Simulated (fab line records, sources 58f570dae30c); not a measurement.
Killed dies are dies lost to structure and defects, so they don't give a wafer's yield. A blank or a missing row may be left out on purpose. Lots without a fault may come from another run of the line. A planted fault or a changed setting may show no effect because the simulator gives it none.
fab line records | flow berkeley_cmos170
record lots=5 wafers=23
route steps=331 shown ZERO@7 NWELL@28 PWELL@39 ACTIVE@68 SACOX@98 PVT@116
start_h: hours from the record's first day to the start of the lot's first wafer shown | wait_h: hours since the lot's step before | " the same as in the row above | L1.1+2: a row that stands for several wafers | - no value, or no start given | * or withheld: withheld | < > ~ a bound
route shown NAME@n: a module of which the file shows steps, and the number in the route of the first | usual: mean/standard deviation of fault-free wafers | same: alike in all rows | chamber/n: place in a boat | sites: the reading at each site | _std_site: their standard deviation | _edge_site: outer sites' mean less inner sites' | radius_mm: how far each site lies from the wafer's centre | mask NAME#n: copy n | behind: the tool/chamber that last shaped the wafer | hold: why the lot was held/for how many hours/how that ended | device: the transistor (n, p or np) that didn't switch | end of line: the same wafers' tests at the end of the route | a step without rows: its recipe alone | killed: dies lost to structure and defects at the first sort, not the wafer's yield | map: a wafer's dies, x killed, . not, _ none there
set.NAME: the setting as run; set.NAME@STEP: as run at that earlier step | model.NAME: the simulator's own value behind a step, which no gauge read
lots whose settings were changed on purpose; a table a step, a row a wafer
## steps
# step UCB170_ZERO_COAT_01
# recipe resist=KrF spin_rpm=1500 resist_thk_nm=900
# columns lot.wafer tool chamber start_h wait_h set.resist_thk_nm model.KrF_of_ZERO_COAT_01.thk_nm
L074.1 litho_track-03 0 17.51 0.1 929 936.3
L074.2 " 0 " " 929 932.2
L074.3 " 0 " " 900 906.4
L074.4 " 0 " " 929 935.9
L074.6 " 0 " " 900 905.9
L075.4 litho_track-02 0 23.46 0.1 900 902.3
L075.5 " 0 " " 900 901.8
L075.6 " 0 " " 900 902.5
L076.1 litho_track-02 0 31.04 0.1 900 904.3
L076.2 " 0 " " 900 907.1
L076.3 " 0 " " 900 906.6
L076.5 " 0 " " 900 904
L076.6 " 0 " " 900 904.2
L083.1 litho_track-02 0 65.63 0.1 942.5 940.8
L083.3 " 0 " " 900 898.1
L083.4 " 0 " " 942.5 940
L083.5 " 0 " " 942.5 940.1
L083.6 " 0 " " 900 899.6
L085.1 litho_track-02 0 73.01 0.1 900 899
L085.2 " 0 " " 900 897
L085.3 " 0 " " 900 899.8
L085.4 " 0 " " 900 897.5
L085.6 " 0 " " 900 901.3
# step UCB170_ZERO_STRIP_07
# recipe chemistry=O2 power_w=400 pressure_mtorr=3500 platen_temp_c=withheld o2_flow_sccm=400 overash_fraction=0.5
# usual strip_time_to_endpoint_s=21.49/0.084
# columns lot.wafer tool chamber start_h wait_h set.o2_flow_sccm set.resist_thk_nm@ZERO_COAT_01 strip_time_to_endpoint_s
L074.1 plasma_asher-04 0 18.56 0.0 378.4 929 22.52
L074.2 " 1 " " 400 929 22.25
L074.3 " 0 " " 400 900 21.63
L074.4 " 1 " " 378.4 929 22.52
L074.6 " 0 " " 378.4 900 21.80
L075.4 plasma_asher-04 1 24.26 0.0 400 900 21.54
L075.5 " 1 " " 400 900 21.51
L075.6 " 0 " " 400 900 21.53
L076.1 plasma_asher-04 1 32.01 0.0 400 900 21.60
L076.2 " 0 " " 400 900 21.67
L076.3 " 1 " " 400 900 21.64
L076.5 " 0 " " 400 900 21.59
L076.6 " 1 " " 400 900 21.58
L083.1 plasma_asher-04 0 66.39 0.0 400 942.5 22.45
L083.3 " 0 " " 423.6 900 21.26
L083.4 " 1 " " 423.6 942.5 22.27
L083.5 " 0 " " 400 942.5 22.43
L083.6 " 1 " " 423.6 900 21.29
L085.1 plasma_asher-04 0 74.04 0.0 400 900 21.46
L085.2 " 1 " " 369.2 900 21.65
L085.3 " 1 " " 369.2 900 21.74
L085.4 " 0 " " 400 900 21.42
L085.6 " 0 " " 400 900 21.49
# step UCB170_NWELL_IMPLANT_14
# recipe species=P dose_cm2=1e+13 energy_kev=150 tilt_deg=7
# columns lot.wafer tool chamber start_h wait_h set.dose_cm2
L074.1+3+6 implanter-03 0 31.00 0.1 1.064e+13
L074.2+4 " 0 " " 1e+13
L075.4+5+6 implanter-04 0 36.03 0.1 1e+13
L076.1+2 implanter-04 0 45.46 0.1 1.038e+13
L076.3+5+6 " 0 " " 1e+13
L083.1+3+4+5+6 implanter-04 0 85.09 0.1 1e+13
L085.1+3+4 implanter-04 0 85.89 0.1 9.808e+12
L085.2+6 " 0 " " 1e+13
# step UCB170_NWELL_STRIP_15
# recipe chemistry=O2 power_w=400 pressure_mtorr=3500 platen_temp_c=withheld o2_flow_sccm=400 overash_fraction=0.5
# step UCB170_NWELL_TW_MEAS_16
# usual NWELL_TW=1238/4.4
# columns lot.wafer tool chamber start_h wait_h set.dose_cm2@NWELL_IMPLANT_14 NWELL_TW
L074.1 film_metro-03 - 31.25 0.1 1.064e+13 1258
L074.2 " - " " 1e+13 1234
L074.3 " - " " 1.064e+13 1256
L074.4 " - " " 1e+13 1228
L074.6 " - " " 1.064e+13 1261
L075.4 film_metro-03 - 36.24 0.1 1e+13 1241
L075.5 " - " " 1e+13 1243
L075.6 " - " " 1e+13 1238
L076.1 film_metro-03 - 45.71 0.1 1.038e+13 1251
L076.2 " - " " 1.038e+13 1248
L076.3 " - " " 1e+13 1234
L076.5 " - " " 1e+13 1236
L076.6 " - " " 1e+13 1238
L083.1 film_metro-03 - 85.34 0.1 1e+13 1242
L083.3 " - " " 1e+13 1245
L083.4 " - " " 1e+13 1239
L083.5 " - " " 1e+13 1244
L083.6 " - " " 1e+13 1240
L085.1 film_metro-04 - 86.14 0.1 9.808e+12 1228
L085.2 " - " " 1e+13 1235
L085.3 " - " " 9.808e+12 1233
L085.4 " - " " 9.808e+12 1224
L085.6 " - " " 1e+13 1236
# step UCB170_PWELL_CVD_05
# recipe material=Si3N4 target_thk_nm=220 temp_c=800 precursor=SiH2Cl2/NH3 time_s=3300 pressure_mtorr=200 sih2cl2_flow_sccm=25 nh3_flow_sccm=75
# columns lot.wafer tool chamber start_h wait_h set.time_s model.Si3N4_of_PWELL_CVD_05.thk_nm
L074.1 - - - 0.6 3120 208.3
L074.2 " - " " 3120 208.6
L074.3 " - " " 3120 208.4
L074.4 " - " " 3120 208.9
L074.6 " - " " 3120 209.1
L075.4 lpcvd-02 0 46.83 0.0 3300 219.2
L075.5 " 0 " " 3300 217.4
L075.6 " 0 " " 3300 219.6
L076.1 - - - 2.0 3035 202.9
L076.2 " - " " 3035 202.4
L076.3+5 " - " " 3035 201.7
L076.6 " - " " 3035 201.8
L083.1+4 - - - 0.0 3571 239.2
L083.3 " - " " 3571 239
L083.5 " - " " 3571 238.2
L083.6 " - " " 3571 238.9
L085.1 - - - 0.0 2887 190.1
L085.2 " - " " 2887 188.6
L085.3 " - " " 2887 190
L085.4 " - " " 2887 189.7
L085.6 " - " " 2887 189.3
# step UCB170_PWELL_THK_MEAS_06
# recipe reads=Si3N4_of_PWELL_CVD_05
# usual PWELL_NITRIDE_THK=219.4/1.4
# columns lot.wafer tool chamber start_h wait_h set.time_s@PWELL_CVD_05 PWELL_NITRIDE_THK[nm]
L074.1 film_metro-02 - - - 3120 208.5
L074.2 " - " " 3120 208.8
L074.3 " - " " 3120 208.4
L074.4 " - " " 3120 209.0
L074.6 " - " " 3120 209.1
L075.4 film_metro-01 - 48.78 0.0 3300 219.1
L075.5 " - " " 3300 217.3
L075.6 " - " " 3300 219.6
L076.1 film_metro-01 - - - 3035 203.0
L076.2 " - " " 3035 202.5
L076.3 " - " " 3035 201.7
L076.5 " - " " 3035 201.7
L076.6 " - " " 3035 201.8
L083.1 film_metro-02 - - - 3571 239.3
L083.3 " - " " 3571 238.7
L083.4 " - " " 3571 239.2
L083.5 " - " " 3571 238.1
L083.6 " - " " 3571 239.0
L085.1 film_metro-01 - - - 2887 190.1
L085.2 " - " " 2887 188.5
L085.3 " - " " 2887 190.0
L085.4 " - " " 2887 189.7
L085.6 " - " " 2887 189.1
# step UCB170_PWELL_DEVELOP_12
# recipe developer=TMAH develop_time_s=45 resist=KrF dev_temp_c=21
# columns lot.wafer tool chamber start_h wait_h set.develop_time_s
L074.1+3+4 litho_track-03 0 - - 45
L074.2+6 " 0 " " 48.58
L075.4+5+6 litho_track-01 0 - - 45
L076.1+3 litho_track-03 0 - - 45
L076.2+5+6 " 0 " " 47.56
L085.1+2+3 litho_track-03 0 - - 45
L085.4+6 " 0 " " 48.97
L083.1+3+5 litho_track-01 0 - - 47.5
L083.4+6 " 0 " " 45
# step UCB170_PWELL_ETCH_14
# recipe chemistry=CH3F/Ar/O2 target=Si3N4 stop_on=SiO2 CH3F_flow_sccm=20 Ar_flow_sccm=50 O2_flow_sccm=7 pressure_mtorr=50 rf_w=450 target_depth_a=2420 over_etch_frac=0.1 time_s=151
# usual oes_product_au=0.940/0.015
# columns lot.wafer tool chamber start_h wait_h set.time_s@PWELL_CVD_05 oes_product_au model.etch.depth_nm
L074.1 rie_diel-02 0 45.66 0.0 3120 0.881 -
L074.2 " 2 " " 3120 0.906 -
L074.3 " 1 " " 3120 0.934 -
L074.4 " 3 " " 3120 0.918 208.9
L074.6 " 2 " " 3120 0.907 209.1
L075.4 rie_diel-03 3 49.81 0.0 3300 0.951 219.2
L075.5 " 3 " " 3300 0.944 217.4
L075.6 " 0 " " 3300 0.947 219.6
L076.1 rie_diel-03 1 62.87 0.0 3035 0.898 -
L076.2 " 0 " " 3035 0.899 -
L076.3 " 3 " " 3035 0.900 201.7
L076.5 " 0 " " 3035 0.913 201.7
L076.6 " 1 " " 3035 0.898 -
L085.1 rie_diel-01 1 103.60 0.0 2887 0.862 190.1
L085.2 " 0 " " 2887 0.858 -
L085.3 " 3 " " 2887 0.856 -
L085.4 " 2 " " 2887 0.863 189.7
L085.6 " 2 " " 2887 0.867 -
L083.1 rie_diel-03 1 103.84 0.0 3571 0.983 -
L083.3 " 0 " " 3571 0.984 -
L083.4 " 0 " " 3571 0.990 238.3
L083.5 " 1 " " 3571 0.985 -
L083.6 " 3 " " 3571 0.994 238.9
# step UCB170_ACTIVE_COAT_08
# recipe resist=KrF spin_rpm=1500 resist_thk_nm=900
# columns lot.wafer tool chamber start_h wait_h set.resist_thk_nm model.KrF_of_ACTIVE_COAT_08.thk_nm
L074.1 litho_track-03 0 72.29 0.1 900 900.4
L074.2 " 0 " " 900 903.5
L074.3 " 0 " " 867.3 869.9
L074.4 " 0 " " 867.3 867.5
L074.6 " 0 " " 900 902.1
L075.4 litho_track-03 0 77.22 0.1 900 897.5
L075.5 " 0 " " 900 896.3
L075.6 " 0 " " 900 893.8
L076.1 litho_track-03 0 85.17 0.1 900 900.5
L076.2 " 0 " " 900 903.2
L076.3 " 0 " " 916.7 916.7
L076.5 " 0 " " 900 899.8
L076.6 " 0 " " 916.7 916.1
L085.1 litho_track-02 0 122.57 0.1 900 902.7
L085.2 " 0 " " 900 901.9
L085.3 " 0 " " 900 899.5
L085.4 " 0 " " 900 899.6
L085.6 " 0 " " 900 900.3
L083.1 litho_track-02 0 134.64 0.1 900 898
L083.3 " 0 " " 900 901.6
L083.4 " 0 " " 900 899.7
L083.5 " 0 " " 900 899.2
L083.6 " 0 " " 900 897.4
# step UCB170_ACTIVE_PEB_11
# recipe peb_temp_c=130 peb_time_s=withheld resist=KrF
# columns lot.wafer tool chamber start_h wait_h set.peb_temp_c
L074.1+4 litho_track-01 0 73.20 0.6 133.6
L074.2+3+6 " 0 " " 130
L075.4+5+6 litho_track-02 0 84.20 0.4 130
L076.1+3+5 litho_track-03 0 - - 130
L076.2+6 " 0 " " 129
L085.1+4 litho_track-01 0 123.26 0.4 130
L085.2+3+6 " 0 " " 129
L083.1+3+4+5+6 litho_track-01 0 135.06 0.1 130
# step UCB170_ACTIVE_DEVELOP_12
# recipe developer=TMAH develop_time_s=45 resist=KrF dev_temp_c=21
# step UCB170_ACTIVE_CD_MEAS_13
# recipe target_cd_nm=1200
# usual cd_nm=1200.0/1.8
# columns lot.wafer tool chamber start_h wait_h set.peb_temp_c@ACTIVE_PEB_11 cd_nm
L074.1 cd_sem-01 - 73.48 - 133.6 1180.5
L074.2 " - " " 130 1201.0
L074.3 " - " " 130 1198.5
L074.4 " - " " 133.6 1179.5
L074.6 " - " " 130 1201.5
L075.4 cd_sem-02 - 84.56 - 130 1199.8
L075.5 " - " " 130 1199.5
L075.6 " - " " 130 1200.4
L076.1 cd_sem-01 - 87.92 - 130 1199.5
L076.2 " - " " 129 1206.1
L076.3 " - " " 130 1200.0
L076.5 " - " " 130 1199.7
L076.6 " - " " 129 1206.8
L085.1 cd_sem-01 - 123.54 - 130 1201.5
L085.2 " - " " 129 1209.7
L085.3 " - " " 129 1209.2
L085.4 " - " " 130 1202.4
L085.6 " - " " 129 1208.2
L083.1 cd_sem-02 - 135.33 - 130 1200.3
L083.3 " - " " 130 1202.0
L083.4 " - " " 130 1201.4
L083.5 " - " " 130 1200.4
L083.6 " - " " 130 1201.5
# step UCB170_ACTIVE_ETCH_15
# recipe chemistry=CH3F/Ar/O2 target=Si3N4 stop_on=SiO2 CH3F_flow_sccm=20 Ar_flow_sccm=50 O2_flow_sccm=7 pressure_mtorr=50 rf_w=450 target_depth_a=2420 over_etch_frac=0.1 time_s=151
# columns lot.wafer tool chamber start_h wait_h set.resist_thk_nm@ACTIVE_COAT_08 set.peb_temp_c@ACTIVE_PEB_11 model.KrF_of_ACTIVE_COAT_08.thk_nm model.ACTIVE.cd_nm
L074.1 rie_diel-02 0 73.63 0.0 900 133.6 726.2 1180
L074.2 " 3 " " 900 130 728.7 1201
L074.3 " 2 " " 867.3 130 697.1 1199
L074.4 " 2 " " 867.3 133.6 694.4 1179
L074.6 " 3 " " 900 130 726.3 1202
L075.4 rie_diel-01 0 84.66 0.0 900 130 722 1200
L075.5 " 0 " " 900 130 719.5 1200
L075.6 " 3 " " 900 130 718.4 1200
L076.1 rie_diel-02 1 88.07 0.0 900 130 721 1199
L076.2 " 0 " " 900 129 728 1206
L076.3 " 2 " " 916.7 130 744.1 1200
L076.5 " 0 " " 900 130 724.4 1200
L076.6 " 1 " " 916.7 129 737.7 1207
L085.1 rie_diel-02 1 123.69 0.0 900 130 724.5 1202
L085.2 " 0 " " 900 129 727.1 1209
L085.3 " 3 " " 900 129 725.6 1209
L085.4 " 2 " " 900 130 726.9 1202
L085.6 " 0 " " 900 129 725.6 1208
L083.1 rie_diel-01 0 135.49 0.0 900 130 721.7 1200
L083.3 " 3 " " 900 130 725.7 1202
L083.4 " 1 " " 900 130 725.8 1201
L083.5 " 3 " " 900 130 723.4 1201
L083.6 " 2 " " 900 130 726.8 1202
# step UCB170_ACTIVE_STRIP_16
# recipe chemistry=O2 power_w=400 pressure_mtorr=3500 platen_temp_c=withheld o2_flow_sccm=400 overash_fraction=0.5
# usual strip_time_to_endpoint_s=18.11/0.08
# columns lot.wafer tool chamber start_h wait_h set.resist_thk_nm@ACTIVE_COAT_08 strip_time_to_endpoint_s
L074.1 plasma_asher-01 0 73.73 0.1 900 18.12
L074.2 " 1 " " 900 18.20
L074.3 " 0 " " 867.3 17.45
L074.4 " 1 " " 867.3 17.37
L074.6 " 1 " " 900 18.14
L075.4 plasma_asher-04 0 84.79 0.1 900 18.03
L075.5 " 1 " " 900 17.96
L075.6 " 0 " " 900 17.94
L076.1 plasma_asher-04 1 88.17 0.1 900 18.02
L076.2 " 0 " " 900 18.18
L076.3 " 0 " " 916.7 18.56
L076.5 " 0 " " 900 18.08
L076.6 " 1 " " 916.7 18.39
L085.1 plasma_asher-01 0 123.79 0.1 900 18.10
L085.2 " 1 " " 900 18.15
L085.3 " 1 " " 900 18.13
L085.4 " 0 " " 900 18.14
L085.6 " 0 " " 900 18.12
L083.1 plasma_asher-04 0 135.59 0.1 900 18.03
L083.3 " 0 " " 900 18.12
L083.4 " 1 " " 900 18.12
L083.5 " 0 " " 900 18.06
L083.6 " 1 " " 900 18.13
# step UCB170_ACTIVE_CD_MEAS_90
# recipe target_cd_nm=1200
# usual cd_nm=1200.0/1.9
# columns lot.wafer tool chamber start_h wait_h set.peb_temp_c@ACTIVE_PEB_11 cd_nm
L074.1 cd_sem-02 - 73.86 0.1 133.6 1180.2
L074.2 " - " " 130 1201.3
L074.3 " - " " 130 1198.4
L074.4 " - " " 133.6 1179.8
L074.6 " - " " 130 1201.8
L075.4 cd_sem-02 - 85.04 0.2 130 1199.4
L075.5 " - " " 130 1199.7
L075.6 " - " " 130 1200.0
L076.1 cd_sem-01 - 88.27 0.1 130 1199.0
L076.2 " - " " 129 1206.1
L076.3 " - " " 130 1199.5
L076.5 " - " " 130 1199.5
L076.6 " - " " 129 1206.7
L085.1 cd_sem-01 - 123.89 0.1 130 1201.9
L085.2 " - " " 129 1209.4
L085.3 " - " " 129 1209.6
L085.4 " - " " 130 1202.5
L085.6 " - " " 129 1208.5
L083.1 cd_sem-01 - 135.69 0.1 130 1199.9
L083.3 " - " " 130 1202.3
L083.4 " - " " 130 1201.3
L083.5 " - " " 130 1200.8
L083.6 " - " " 130 1201.8
# step UCB170_SACOX_OXIDATION_01
# recipe temp_c=900 ambient=O2 target_thk_a=144 ox_time_s=2400
# columns lot.wafer tool chamber start_h wait_h set.ox_time_s model.SiO2_of_SACOX_OXIDATION_01.thk_nm
L074.1+2 - - - 2.2 2055 12.77
L074.3 " - " " 2055 12.53
L074.4 " - " " 2055 12.5
L074.6 " - " " 2055 12.75
L075.4 furnace-02 0 102.23 1.8 2400 14.74
L075.5 " 0 " " 2400 14.55
L075.6 " 0 " " 2400 14.46
L076.1 - - - 0.8 2252 13.8
L076.2 " - " " 2252 13.52
L076.3 " - " " 2252 13.91
L076.5 " - " " 2252 13.54
L076.6 " - " " 2252 13.71
L085.1 - - - 2.0 2522 15.18
L085.2 " - " " 2522 15.25
L085.3 " - " " 2522 15.39
L085.4 " - " " 2522 15.33
L085.6 " - " " 2522 14.95
L083.1 - - - 7.0 2744 15.84
L083.3 " - " " 2744 15.72
L083.4 " - " " 2744 15.97
L083.5 " - " " 2744 16.32
L083.6 " - " " 2744 15.92
# step UCB170_SACOX_THK_MEAS_02
# recipe reads=SiO2_of_SACOX_OXIDATION_01
# usual SACOX_OXIDE_THK=14.33/0.26
# columns lot.wafer tool chamber start_h wait_h set.ox_time_s@SACOX_OXIDATION_01 SACOX_OXIDE_THK[nm]
L074.1 film_metro-03 - - - 2055 12.73
L074.2 " - " " 2055 12.80
L074.3 " - " " 2055 12.49
L074.4 " - " " 2055 12.52
L074.6 " - " " 2055 12.76
L075.4 film_metro-04 - 103.93 0.0 2400 14.73
L075.5 " - " " 2400 14.55
L075.6 " - " " 2400 14.47
L076.1 film_metro-03 - - - 2252 13.79
L076.2 " - " " 2252 13.54
L076.3 " - " " 2252 13.89
L076.5 " - " " 2252 13.48
L076.6 " - " " 2252 13.70
L085.1 film_metro-04 - - - 2522 15.16
L085.2 " - " " 2522 15.26
L085.3 " - " " 2522 15.36
L085.4 " - " " 2522 15.34
L085.6 " - " " 2522 14.95
L083.1 film_metro-04 - - - 2744 15.85
L083.3 " - " " 2744 15.72
L083.4 " - " " 2744 15.91
L083.5 " - " " 2744 16.34
L083.6 " - " " 2744 15.92
# step UCB170_PVT_COAT_01
# recipe resist=KrF spin_rpm=1500 resist_thk_nm=900
# columns lot.wafer tool chamber start_h wait_h set.resist_thk_nm model.KrF_of_PVT_COAT_01.thk_nm
L074.1 litho_track-04 0 108.98 0.1 900 895.8
L074.2 " 0 " " 857.3 853.1
L074.3 " 0 " " 857.3 854.4
L074.4 " 0 " " 900 895
L074.6 " 0 " " 900 894.8
L075.4 litho_track-01 0 113.41 0.1 900 905.2
L075.5 " 0 " " 900 908.2
L075.6 " 0 " " 900 905.5
L076.1+3 litho_track-04 0 117.78 0.1 900 900.8
L076.2 " 0 " " 900 901.7
L076.5 " 0 " " 924.8 923.2
L076.6 " 0 " " 924.8 924
L085.1 litho_track-04 0 155.16 0.1 900 896.1
L085.2 " 0 " " 870.6 869.2
L085.3 " 0 " " 900 898.1
L085.4 " 0 " " 870.6 871.6
L085.6 " 0 " " 870.6 872.3
L083.1 litho_track-03 0 169.40 0.1 952.7 951.9
L083.3 " 0 " " 952.7 950.5
L083.4 " 0 " " 952.7 950.1
L083.5 " 0 " " 900 901.6
L083.6 " 0 " " 900 899
# step UCB170_PVT_IMPLANT_07
# recipe species=P dose_cm2=2e+12 energy_kev=30 tilt_deg=7
# columns lot.wafer tool chamber start_h wait_h set.dose_cm2
L074.1+2+4 implanter-02 0 109.89 0.0 2e+12
L074.3+6 " 0 " " 1.898e+12
L075.4+5+6 implanter-04 0 115.06 0.2 2e+12
L076.1+5 implanter-02 0 118.50 0.0 1.862e+12
L076.2+3+6 " 0 " " 2e+12
L085.1+2 implanter-02 0 155.89 0.0 1.935e+12
L085.3+4+6 " 0 " " 2e+12
L083.1+3+6 implanter-04 0 170.56 0.0 1.952e+12
L083.4+5 " 0 " " 2e+12
# step UCB170_PVT_STRIP_08
# recipe chemistry=O2 power_w=400 pressure_mtorr=3500 platen_temp_c=withheld o2_flow_sccm=400 overash_fraction=0.5
# usual strip_time_to_endpoint_s=21.62/0.073
# columns lot.wafer tool chamber start_h wait_h set.resist_thk_nm@PVT_COAT_01 strip_time_to_endpoint_s
L074.1 plasma_asher-02 1 110.04 0.1 900 21.53
L074.2 " 0 " " 857.3 20.50
L074.3 " 1 " " 857.3 20.54
L074.4 " 0 " " 900 21.52
L074.6 " 0 " " 900 21.49
L075.4 plasma_asher-02 0 115.24 0.1 900 21.76
L075.5 " 1 " " 900 21.84
L075.6 " 0 " " 900 21.77
L076.1 plasma_asher-02 1 118.65 0.1 900 21.63
L076.2 " 0 " " 900 21.66
L076.3 " 0 " " 900 21.64
L076.5 " 1 " " 924.8 22.20
L076.6 " 0 " " 924.8 22.20
L085.1 plasma_asher-02 1 156.04 0.1 900 21.54
L085.2 " 0 " " 870.6 20.89
L085.3 " 0 " " 900 21.57
L085.4 " 1 " " 870.6 20.95
L085.6 " 1 " " 870.6 20.98
L083.1 plasma_asher-02 0 170.71 0.1 952.7 22.86
L083.3 " 1 " " 952.7 22.85
L083.4 " 0 " " 952.7 22.81
L083.5 " 0 " " 900 21.69
L083.6 " 1 " " 900 21.61
## key
split step=UCB170_ZERO_COAT_01 setting=resist_thk_nm stated=900 by=wafer
response step=UCB170_ZERO_COAT_01 reading=model.KrF_of_ZERO_COAT_01.thk_nm change=+8.82 per=1% r=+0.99
response step=UCB170_ZERO_STRIP_07 reading=strip_time_to_endpoint_s change=* per=1% r=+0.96
split step=UCB170_ZERO_STRIP_07 setting=o2_flow_sccm stated=400 by=wafer
response none clear
split step=UCB170_NWELL_IMPLANT_14 setting=dose_cm2 stated=1e+13 by=wafer
response step=UCB170_NWELL_TW_MEAS_16 reading=NWELL_TW change=+4 per=1% r=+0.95
split step=UCB170_PWELL_CVD_05 setting=time_s stated=3300 by=lot
response step=UCB170_PWELL_CVD_05 reading=model.Si3N4_of_PWELL_CVD_05.thk_nm change=+2.33 per=1% r=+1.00
response step=UCB170_PWELL_THK_MEAS_06 reading=PWELL_NITRIDE_THK change=+2.33 per=1% r=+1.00
response step=UCB170_PWELL_ETCH_14 reading=oes_product_au change=+0.00593 per=1% r=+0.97
response step=UCB170_PWELL_ETCH_14 reading=model.etch.depth_nm change=+2.29 per=1% r=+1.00
split step=UCB170_PWELL_DEVELOP_12 setting=develop_time_s stated=45 by=wafer
response none clear
split step=UCB170_ACTIVE_COAT_08 setting=resist_thk_nm stated=900 by=wafer
response step=UCB170_ACTIVE_COAT_08 reading=model.KrF_of_ACTIVE_COAT_08.thk_nm change=+8.96 per=1% r=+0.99
response step=UCB170_ACTIVE_ETCH_15 reading=model.KrF_of_ACTIVE_COAT_08.thk_nm change=+8.66 per=1% r=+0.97
response step=UCB170_ACTIVE_STRIP_16 reading=strip_time_to_endpoint_s change=* per=1% r=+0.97
split step=UCB170_ACTIVE_PEB_11 setting=peb_temp_c stated=130 by=wafer
response step=UCB170_ACTIVE_CD_MEAS_13 reading=cd_nm change=-7.56 per=1% r=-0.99
response step=UCB170_ACTIVE_ETCH_15 reading=model.ACTIVE.cd_nm change=-7.67 per=1% r=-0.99
response step=UCB170_ACTIVE_CD_MEAS_90 reading=cd_nm change=-7.64 per=1% r=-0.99
split step=UCB170_SACOX_OXIDATION_01 setting=ox_time_s stated=2400 by=lot
response step=UCB170_SACOX_OXIDATION_01 reading=model.SiO2_of_SACOX_OXIDATION_01.thk_nm change=+0.117 per=1% r=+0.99
response step=UCB170_SACOX_THK_MEAS_02 reading=SACOX_OXIDE_THK change=+0.117 per=1% r=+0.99
split step=UCB170_PVT_COAT_01 setting=resist_thk_nm stated=900 by=wafer
response step=UCB170_PVT_COAT_01 reading=model.KrF_of_PVT_COAT_01.thk_nm change=+8.53 per=1% r=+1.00
response step=UCB170_PVT_STRIP_08 reading=strip_time_to_endpoint_s change=* per=1% r=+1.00
split step=UCB170_PVT_IMPLANT_07 setting=dose_cm2 stated=2e+12 by=wafer
response none clear
